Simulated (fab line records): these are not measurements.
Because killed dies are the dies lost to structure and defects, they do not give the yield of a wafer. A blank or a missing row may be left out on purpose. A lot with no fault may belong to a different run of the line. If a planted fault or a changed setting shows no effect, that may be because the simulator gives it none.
Which tool did it?    flow berkeley_cmos170    41 wafers from 14 lots sampled at 6 of the route's 331 steps

== WHAT THE GAUGES READ, wafer by wafer ==
UCB170_GATE_OVL_MEAS_13. Usual: GATE_OVL -2 nm, standard deviation 6.3.
lot   measured      on          GATE_OVL (nm)  flag
L192  day 7 13:35   overlay-02  8 1 13         
L191  day 7 13:50   overlay-02  -4 -4 -8       
L196  day 7 20:33   overlay-02  -12 -2 -6      
L195  day 7 20:50   overlay-02  1 -2 1         
L198  day 8 13:56   overlay-02  -11 -20 -4     
L197  day 8 14:13   overlay-02  1 -3 -15       
L200  day 8 21:38   overlay-02  -3 -10         
L199  day 8 21:53   overlay-02  0 -4 5         
L207  day 10 12:02  overlay-02  1 6 -6         
L208  day 10 12:13  overlay-01  0 -2 5         
L209  day 11 09:51  overlay-01  -3 -6 -7       
L211  day 11 09:58  overlay-02  -10 -11 -11    
L212  day 11 10:12  overlay-01  0 -3 -8        
L213  day 11 10:19  overlay-02  -3 -10 -7      

UCB170_NSD_CD_MEAS_06 targets a cd of 1200 nm. Usual: 1199.6 nm for cd_nm, sd 1.4.
lot   measured      on         cd_nm (nm)            flag
L192  day 8 02:31   cd_sem-02  1198.5 1199.5 1199.3  
L191  day 8 02:46   cd_sem-02  1200.6 1199.7 1199.9  
L196  day 8 11:52   cd_sem-01  1200.8 1199.6 1199.7  
L195  day 8 12:26   cd_sem-01  1201.3 1200.3 1202.0  
L198  day 9 04:06   cd_sem-01  1200.0 1198.2 1198.9  
L197  day 9 05:06   cd_sem-01  1200.5 1199.4 1200.5  
L200  day 9 13:35   cd_sem-02  1198.3 1197.6         
L199  day 9 13:22   cd_sem-01  1200.0 1198.8 1199.2  
L207  day 11 01:57  cd_sem-01  1199.3 1198.6 1199.8  
L208  day 11 02:04  cd_sem-01  1199.9 1198.4 1200.2  
L209  day 12 04:06  cd_sem-01  1202.2 1203.9 1202.0  
L211  day 12 04:49  cd_sem-01  1199.1 1200.3 1200.6  
L212  day 12 04:32  cd_sem-01  1199.0 1198.7 1198.1  
L213  day 12 04:19  cd_sem-01  1200.9 1201.5 1201.1  

UCB170_M3_CD_MEAS_90 targets a cd of 700 nm. Usual: 701 nm for cd_nm, sd 3.3.
lot   measured      on         cd_nm (nm)   flag
L192  day 9 07:38   cd_sem-02  705 704 702  
L191  day 9 07:17   cd_sem-01  696 702 699  
L196  day 9 13:38   cd_sem-02  700 703 705  
L195  day 9 14:14   cd_sem-01  703 696 696  
L198  day 10 03:02  cd_sem-01  697 703 703  
L197  day 10 03:29  cd_sem-01  700 700 699  
L200  day 10 12:55  cd_sem-02  - -          OFF
L199  day 10 11:06  cd_sem-01  - - -        OFF
L207  day 12 03:35  cd_sem-01  702 701 703  
L208  day 12 03:52  cd_sem-01  704 701 705  
L209  day 13 03:01  cd_sem-01  698 704 700  
L211  day 13 06:22  cd_sem-01  704 702 697  
L212  day 13 05:37  cd_sem-01  697 696 701  
L213  day 13 04:07  cd_sem-01  703 706 704  

== WHAT TOOL EACH LOT RAN ON (gives the tool, then ch and the chambers of the sampled wafers, and finally the start) ==
lot   UCB170_PSD_STRIP_09                   UCB170_M3_METAL_ETCH_18            UCB170_M3_STRIP_19
L192  plasma_asher-02 ch 0,1, day 8 00:20   rie_metal-03 ch 0,1, day 9 07:20   plasma_asher-01 ch 0,1, day 9 07:29
L191  plasma_asher-02 ch 0,1, day 8 00:34   rie_metal-02 ch 0,1, day 9 07:00   plasma_asher-03 ch 0,1, day 9 07:11
L196  plasma_asher-03 ch 0,1, day 8 10:41   rie_metal-03 ch 0,1, day 9 13:19   plasma_asher-01 ch 0,1, day 9 13:30
L195  plasma_asher-03 ch 0,1, day 8 10:58   rie_metal-02 ch 0,1, day 9 13:57   plasma_asher-01 ch 0,1, day 9 14:08
L198  plasma_asher-01 ch 0, day 9 02:04     rie_metal-02 ch 0,1, day 10 02:44  plasma_asher-01 ch 0,1, day 10 02:55
L197  plasma_asher-01 ch 0,1, day 9 02:29   rie_metal-03 ch 0,1, day 10 03:10  plasma_asher-03 ch 0,1, day 10 03:22
L200  plasma_asher-02 ch 0,1, day 9 09:20   rie_metal-01 ch 0, day 10 12:37    plasma_asher-03 ch 0,1, day 10 12:49
L199  plasma_asher-03 ch 1, day 9 09:24     rie_metal-03 ch 0,1, day 10 10:49  plasma_asher-01 ch 0,1, day 10 11:00
L207  plasma_asher-02 ch 0,1, day 11 00:29  rie_metal-03 ch 0,1, day 12 03:19  plasma_asher-02 ch 0,1, day 12 03:28
L208  plasma_asher-01 ch 0,1, day 11 00:43  rie_metal-01 ch 0,1, day 12 03:35  plasma_asher-03 ch 0,1, day 12 03:45
L209  plasma_asher-01 ch 0,1, day 12 02:40  rie_metal-03 ch 0,1, day 13 02:38  plasma_asher-01 ch 0,1, day 13 02:48
L211  plasma_asher-01 ch 0,1, day 12 03:09  rie_metal-03 ch 0,1, day 13 05:59  plasma_asher-01 ch 0,1, day 13 06:09
L212  plasma_asher-03 ch 0,1, day 12 03:00  rie_metal-01 ch 0,1, day 13 05:19  plasma_asher-02 ch 0,1, day 13 05:31
L213  plasma_asher-02 ch 0,1, day 12 02:53  rie_metal-02 ch 0,1, day 13 03:45  plasma_asher-02 ch 0,1, day 13 03:56
- UCB170_PSD_STRIP_09: strips in O2.
- UCB170_M3_METAL_ETCH_18: etches Al in Cl2/BCl3, stops on SiO2, target depth 1170 nm, time 195 s.
- UCB170_M3_STRIP_19: strips in O2.

== WHAT THE TOOLS THEMSELVES READ (means of the sampled wafers that have a number; where no wafer has one, the mark that the record gives instead) ==
UCB170_PSD_STRIP_09. Usual: drypump_motor_current_A 5.8 A, standard deviation 0.49; oes_product_au 0.600 a.u., standard deviation 0.0047; strip_time_to_endpoint_s 29.42 s, standard deviation 0.058.
lot   tool             drypump_motor_current_A (A)  oes_product_au (a.u.)  strip_time_to_endpoint_s (s)  flag
L192  plasma_asher-02  6.4                          0.598                  29.37                         
L191  plasma_asher-02  6.3                          0.598                  29.52                         
L196  plasma_asher-03  5.7                          0.603                  29.43                         
L195  plasma_asher-03  5.7                          0.603                  29.36                         
L198  plasma_asher-01  5.2                          0.603                  29.38                         
L197  plasma_asher-01  5.1                          0.602                  29.45                         
L200  plasma_asher-02  6.3                          0.599                  29.40                         
L199  plasma_asher-03  5.7                          0.605                  29.45                         
L207  plasma_asher-02  6.4                          0.602                  29.48                         
L208  plasma_asher-01  5.2                          0.601                  29.41                         
L209  plasma_asher-01  5.2                          0.604                  29.38                         
L211  plasma_asher-01  5.2                          0.603                  29.40                         
L212  plasma_asher-03  5.7                          0.595                  29.38                         
L213  plasma_asher-02  6.4                          0.602                  29.44                         

UCB170_M3_METAL_ETCH_18. Usual: bcl3_flow_sccm 45.00 sccm, standard deviation 0.13; bias_w 120.0 W, standard deviation 0.37; drypump_motor_current_A 5.7 A, standard deviation 0.39; oes_product_au 0.853 a.u., standard deviation 0.011; throttle_valve_pct 24.34 %, standard deviation 0.18.
lot   tool          bcl3_flow_sccm (sccm)  bias_w (W)  drypump_motor_current_A (A)  oes_product_au (a.u.)  throttle_valve_pct (%)  flag
L192  rie_metal-03  44.99                  120.2       5.2                          0.861                  24.46                   
L191  rie_metal-02  44.89                  119.9       5.9                          0.852                  24.35                   
L196  rie_metal-03  44.93                  120.1       5.3                          0.856                  24.46                   
L195  rie_metal-02  44.93                  120.1       5.9                          0.865                  24.35                   
L198  rie_metal-02  45.06                  119.8       5.9                          0.846                  24.39                   
L197  rie_metal-03  45.07                  120.4       5.2                          0.855                  24.47                   
L200  rie_metal-01  -                      -           -                            -                      -                       OFF
L199  rie_metal-03  -                      -           -                            -                      -                       OFF
L207  rie_metal-03  44.93                  119.7       5.3                          0.851                  24.30                   
L208  rie_metal-01  44.89                  119.9       6.0                          0.855                  24.13                   
L209  rie_metal-03  45.10                  120.1       5.3                          0.851                  24.48                   
L211  rie_metal-03  45.10                  120.3       5.3                          0.858                  24.31                   
L212  rie_metal-01  45.00                  119.9       6.2                          0.848                  24.18                   
L213  rie_metal-02  45.01                  120.1       5.9                          0.851                  24.40                   

UCB170_M3_STRIP_19. Usual: drypump_motor_current_A 5.6 A, standard deviation 0.47; oes_product_au 0.54 a.u., standard deviation 0.031.
lot   tool             drypump_motor_current_A (A)  oes_product_au (a.u.)  flag
L192  plasma_asher-01  5.2                          0.52                   
L191  plasma_asher-03  5.7                          0.54                   
L196  plasma_asher-01  5.2                          0.52                   
L195  plasma_asher-01  5.2                          0.54                   
L198  plasma_asher-01  5.2                          0.55                   
L197  plasma_asher-03  5.7                          0.51                   
L200  plasma_asher-03  5.7                          0.73                   OFF
L199  plasma_asher-01  5.2                          0.73                   OFF
L207  plasma_asher-02  6.2                          0.55                   
L208  plasma_asher-03  5.8                          0.53                   
L209  plasma_asher-01  5.2                          0.52                   
L211  plasma_asher-01  5.1                          0.56                   
L212  plasma_asher-02  6.3                          0.53                   
L213  plasma_asher-02  6.3                          0.55                   

== THE ANSWER, worked out from the rows above alone ==
Rule: a lot counts as off when the mean over its wafers that have a number is more than 3 standard deviations away from the usual mean. Also off: a lot with no number at a reading for which 4 or more lots have one. Where the step has rows for the other lots, those lots are counted as sound. The gauges are gone through in route order, then the tools' own readings, and for those a lot's mean is taken as printed above. At the first step where some lot is off, the reading lying furthest off is the one used; lots without a number count as furthest.
Off, at UCB170_M3_CD_MEAS_90 on cd_nm: L200, L199. Without a number there: L200, L199.
If a tool, at a process step before that reading, ran all the lots that are off and no sound lot after the first of them, it fits. The gauges at UCB170_M3_CD_MEAS_90 aren't tried: what is off there is off at UCB170_M3_METAL_ETCH_18 too, on other tools, and a gauge's error can't cause that. Not one of the candidates tried fits.

== WHAT WAS PUT IN BY THE SIMULATOR ==
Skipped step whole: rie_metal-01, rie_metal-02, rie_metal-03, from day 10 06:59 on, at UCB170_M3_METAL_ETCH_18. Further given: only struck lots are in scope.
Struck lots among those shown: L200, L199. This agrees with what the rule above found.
